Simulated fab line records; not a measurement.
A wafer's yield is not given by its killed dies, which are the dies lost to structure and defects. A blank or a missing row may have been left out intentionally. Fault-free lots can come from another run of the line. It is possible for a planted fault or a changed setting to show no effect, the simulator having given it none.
Which tool did it? -- flow berkeley-cmos170 -- 7 lots, 21 wafers sampled, at 5 steps of a route of 331

== WHAT EACH GAUGE READ, for each wafer ==
UCB170_SDANNEAL_RS_MEAS_03: uses a four-point probe to measure.
lot,measured,on,NSD_RS (ohm/sq)
L101,day 8 07:27,film-metro-03,37.38 37.36 37.39
L103,day 8 19:14,film-metro-02,37.27 37.25 37.31
L106,day 9 09:18,film-metro-02,37.41 37.35 37.53
L109,day 9 20:26,film-metro-03,37.37 37.39 37.35
L112,day 10 12:57,film-metro-01,35.46 35.42 35.54
L116,day 11 03:42,film-metro-01,37.33 37.34 37.37
L122,day 12 08:47,film-metro-02,37.25 37.27 37.30

== TOOL THAT RAN EACH LOT (tool first, then ch and the chambers of the sampled wafers, then the start) ==
lot,UCB170_GATE_STRIP_16,UCB170_NSD_IMPLANT_08,UCB170_NSD_STRIP_09,UCB170_SDANNEAL_RTA_00
L101,"plasma-asher-02 ch 0,1, day 7 12:52","implanter-03 ch 0, day 8 05:38","plasma-asher-03 ch 0,1, day 8 05:46","rtp-anneal-01 ch 0, day 8 07:12"
L103,"plasma-asher-01 ch 0,1, day 8 02:44","implanter-01 ch 0, day 8 17:40","plasma-asher-02 ch 0,1, day 8 17:47","rtp-anneal-02 ch 0, day 8 18:58"
L106,"plasma-asher-01 ch 0,1, day 8 18:00","implanter-01 ch 0, day 9 07:32","plasma-asher-02 ch 0,1, day 9 07:41","rtp-anneal-02 ch 0, day 9 09:04"
L109,"plasma-asher-02 ch 0,1, day 9 04:35","implanter-02 ch 0, day 9 18:55","plasma-asher-01 ch 0, day 9 19:02","rtp-anneal-01 ch 0, day 9 20:11"
L112,"plasma-asher-02 ch 0,1, day 9 21:28","implanter-01 ch 0, day 10 11:12","plasma-asher-01 ch 0,1, day 10 11:20","rtp-anneal-02 ch 0, day 10 12:33"
L116,"plasma-asher-01 ch 0,1, day 10 11:54","implanter-02 ch 0, day 11 02:07","plasma-asher-02 ch 0,1, day 11 02:16","rtp-anneal-02 ch 0, day 11 03:27"
L122,"plasma-asher-02 ch 0, day 11 16:07","implanter-03 ch 0, day 12 06:26","plasma-asher-02 ch 0,1, day 12 06:35","rtp-anneal-02 ch 0, day 12 08:32"
- UCB170_GATE_STRIP_16: strips in O2.
- UCB170_NSD_IMPLANT_08
- UCB170_NSD_STRIP_09: strips in O2.
- UCB170_SDANNEAL_RTA_00: time 10 s.

== THE ANSWER, worked out from the rows above alone ==
Rule: the lots themselves supply what counts as usual. The widest of any qualifying gaps counts: lots, ordered by their means at a reading, are off when they make up no more than a third of the lots, leave a main group of 4 or more, and stand apart from it by 3 or more times the standard deviation of that group's means. A main group is skipped when, at the precision printed for the reading in the tables above, its means are all equal. Also off: a lot with no number at a reading for which 4 or more lots have one. Where the step has rows for the other lots, those lots are counted as sound.
Off: at UCB170_SDANNEAL_RS_MEAS_03 (NSD_RS), L112. The main group: mean 37.35 ohm/sq, standard deviation 0.056.
A tool fits if, at a process step before that reading, it ran every lot that is off, and no sound lot after the first of them. The gauges at UCB170_SDANNEAL_RS_MEAS_03 are tried like those tools. Can't be told from this: 2 tools fit, implanter-01 at UCB170_NSD_IMPLANT_08, plasma-asher-01 at UCB170_NSD_STRIP_09.

== WHAT THE SIMULATOR HAD INSERTED ==
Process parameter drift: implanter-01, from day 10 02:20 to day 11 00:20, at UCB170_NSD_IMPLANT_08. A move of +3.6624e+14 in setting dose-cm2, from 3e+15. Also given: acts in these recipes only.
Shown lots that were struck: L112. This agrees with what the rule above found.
